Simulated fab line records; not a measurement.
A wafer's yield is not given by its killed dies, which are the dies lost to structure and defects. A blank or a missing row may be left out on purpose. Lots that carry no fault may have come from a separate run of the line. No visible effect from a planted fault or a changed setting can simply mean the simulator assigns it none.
Lot-split experiment -- flow berkeley-cmos170 -- route with 331 steps; 5 lots, 23 wafers read

== THE SPLIT ==
At UCB170_M3_PEB_13, the setting peb-temp-c was moved away from the recipe's 130 C on 10 of the 23 wafers read, by -2.2% to +1.8%. All remaining wafers had this setting at the recipe value.

== FROM THE SPLIT TO THE READING: what the file shows between them, 5 steps ==
- UCB170_M3_DEVELOP_14: develop time 45 s
- UCB170_M3_CD_MEAS_15: target cd 700 nm
- UCB170_M3_ETCH_17: etches BARC in N2/H2
- UCB170_M3_METAL_ETCH_18: etches Al in Cl2/BCl3, stops on SiO2, target depth 1170 nm, time 195 s
- UCB170_M3_STRIP_19: strips in O2

== THE READING ==
At UCB170_M3_CD_MEAS_90: cd-nm in nanometres, against a target cd of 700 nm. Typical for fault-free wafers on this fab line: 699 nm, with standard deviation 3.7 nm.

wafer,"tool, chamber at the split","peb-temp-c as run, C",against the recipe,"cd-nm, nm",against lot-mates on the recipe
L074.1,"litho-track-04, 0",130,recipe,697,-
L074.2,"litho-track-04, 0",127.2,-2.2%,714,+16
L074.3,"litho-track-04, 0",127.2,-2.2%,716,+18
L074.4,"litho-track-04, 0",130,recipe,698,-
L074.5,"litho-track-04, 0",127.2,-2.2%,720,+22
L078.2,"litho-track-03, 0",130,recipe,702,-
L078.3,"litho-track-03, 0",132.4,+1.8%,692,-6
L078.4,"litho-track-03, 0",130,recipe,698,-
L078.5,"litho-track-03, 0",130,recipe,695,-
L078.6,"litho-track-03, 0",132.4,+1.8%,690,-8
L083.1,"litho-track-04, 0",127.2,-2.2%,724,+21
L083.2,"litho-track-04, 0",127.2,-2.2%,717,+14
L083.4,"litho-track-04, 0",127.2,-2.2%,726,+23
L083.5,"litho-track-04, 0",130,recipe,705,-
L083.6,"litho-track-04, 0",130,recipe,701,-
L082.1,"litho-track-03, 0",127.6,-1.8%,711,+16
L082.2,"litho-track-03, 0",127.6,-1.8%,715,+20
L082.3,"litho-track-03, 0",130,recipe,696,-
L082.5,"litho-track-03, 0",130,recipe,695,-
L082.6,"litho-track-03, 0",130,recipe,694,-
L084.2,"litho-track-02, 0",130,recipe,700,-
L084.4,"litho-track-02, 0",130,recipe,702,-
L084.5,"litho-track-02, 0",130,recipe,702,-

THE FIT
A straight line over all 23 wafers: cd-nm changes by -7.93 nm for each +1% of peb-temp-c; r = -0.92; the points scatter about the line by 4.3 nm.
The same after taking each lot's own level away (the mean of its wafers on the recipe; 23 wafers): -7.76 nm for each +1%; r = -0.95; scatter 3.2 nm.
The reading moves by 17 nm for the largest change in peb-temp-c, on that fit.
The lots' own levels span 695.0 to 703.0 nm, that is 2.2 times the standard deviation above.
Hence the lot-to-lot level has little effect on the slope; both slopes agree.
Check: +18.5 nm against its lot-mates is what the line predicts for one of the wafers moved furthest among these (-2.2%) when that wafer is left out of the fit. Against them it came out at +16.5 nm.

== THE WHOLE CHAIN: every reading that the file lists as answering this split, in the file's order ==
step,what it does,reading,change (the file's fit),r (the file's)
UCB170_M3_CD_MEAS_15,target cd 700 nm,cd-nm,-9.09 nm for each +1% of the setting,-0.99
UCB170_M3_ETCH_17,etches BARC in N2/H2,"M3.cd-nm (the simulator's own value, which no gauge read)",-8.84 nm for each +1% of the setting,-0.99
UCB170_M3_METAL_ETCH_18,"etches Al in Cl2/BCl3, stops on SiO2, target depth 1170 nm, time 195 s","M3.cd-nm (the simulator's own value, which no gauge read)",-8.13 nm for each +1% of the setting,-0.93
UCB170_M3_CD_MEAS_90,target cd 700 nm,cd-nm,-8.09 nm for each +1% of the setting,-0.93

== FILE'S OWN FIT ==
cd-nm changes by -8.09 nm for each +1% of peb-temp-c, r = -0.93.
